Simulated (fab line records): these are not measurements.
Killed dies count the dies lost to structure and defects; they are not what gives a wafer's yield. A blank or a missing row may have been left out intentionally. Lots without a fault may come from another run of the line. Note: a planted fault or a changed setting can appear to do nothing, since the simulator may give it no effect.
A struck lot beside a sound one || flow berkeley-cmos170 || 14 out of 331 route steps
Sound: wafers L295.4, L295.5, L295.6. Wafers L286.1, L286.4, L286.5 were the ones struck. Last of all comes the cause.
For every step that has rows: the tool of each side, followed by ch and its chambers, followed by its first start. Under that, the readings that differ: sound wafers || struck wafers || difference of the means || sigmas: that difference in standard deviations of wafers without a fault.
alike: words and numbers the same on both sides, and readings whose means are apart by under 2 such deviations; not compared: readings that were withheld, readings missing a value for some wafer, numbers with overlapping values and no deviation given by the record, and bounds like >300 which may hide the same value.
Wherever a step has rows on one side only, a row that says differs or no value, or a row with sigmas, the two part there. Numbers that don't overlap but have no deviation are shown without sigmas and don't part them. A reading that every wafer of one side lacks parts them only if that side has two wafers or more.

first, 3 steps without rows for these wafers: UCB170_NLDD_EXPOSE_03 (exposes mask NSELECT, target cd 1200 nm); UCB170_NLDD_PEB_04; UCB170_NLDD_DEVELOP_05 (develop time 45 s).
UCB170_NLDD_CD_MEAS_06: the cd target is 1200 nm.
  sound: cd-sem-02 at day 10 01:18; struck: cd-sem-01 at day 8 09:29
  alike: cd-nm
UCB170_NLDD_OVL_MEAS_07:
  sound: overlay-01 at day 10 01:23; struck: overlay-02 at day 8 09:37
  alike: NLDD_OVL
then, 2 steps without rows for these wafers: UCB170_NLDD_IMPLANT_08; UCB170_NLDD_IMPLANT_09.
UCB170_NLDD_STRIP_10: strips in O2.
  sound on plasma-asher-02 ch 0,1, day 10 01:44; struck on plasma-asher-01 ch 0,1, day 8 09:57
  alike: drypump-motor-current-A, oes-product-au, strip-time-to-endpoint-s
  not compared: rf-hours-counter-h
UCB170_NLDD_TW_MEAS_11:
  sound: film-metro-04 at day 10 01:50; struck: film-metro-01 at day 8 10:03
  alike: NLDD_TW
then, 1 step without rows for these wafers: UCB170_NLDD_CLEAN_12 (cleans in SPM, time 600 s).
UCB170_SPACER_CVD_00: deposits SiO2 from TEOS/O2, target thk 376 nm, time 47 s.
  sound on pecvd-03 ch 0,1,2, day 10 02:04; struck on pecvd-01 ch 0,1,2, day 8 10:22
  alike: heater-power-w
UCB170_SPACER_THK_MEAS_01:
  sound: film-metro-04 at day 10 02:07; struck: film-metro-03 at day 8 10:24
  alike: SPACER_TEOS_THK
UCB170_SPACER_ANNEAL_02: time 1800 s.
  sound on furnace-02 ch 0, day 10 03:25; struck on furnace-01, day 8 12:43
  no value came back on the struck wafers for spike-tc-centre-C (C), spike-tc-load-C (C); on the sound wafers spike-tc-centre-C (C) reads 903.4 901.6 903.0
UCB170_SPACER_ETCHBACK_03: etches SiO2 in CHF3/CF4/Ar, stops on Si, target depth 376 nm, time 100 s.
  sound on rie-diel-01 ch 0,3, day 10 04:55; struck on rie-diel-01 ch 0,1, day 8 14:13
  alike: drypump-motor-current-A, mfc-ar-sccm, oes-product-au, throttle-valve-pct
  not compared: rf-hours-counter-h

== WHERE THEY PART ==
Only at UCB170_SPACER_ANNEAL_02, as far as this record shows. Later steps at which nothing parts them and some readings are alike: UCB170_SPACER_ETCHBACK_03.

WHY: what had been put in by the simulator
At UCB170_SPACER_ANNEAL_02, the step was skipped entirely on furnace-01 from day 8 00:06 on. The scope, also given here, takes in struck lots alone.
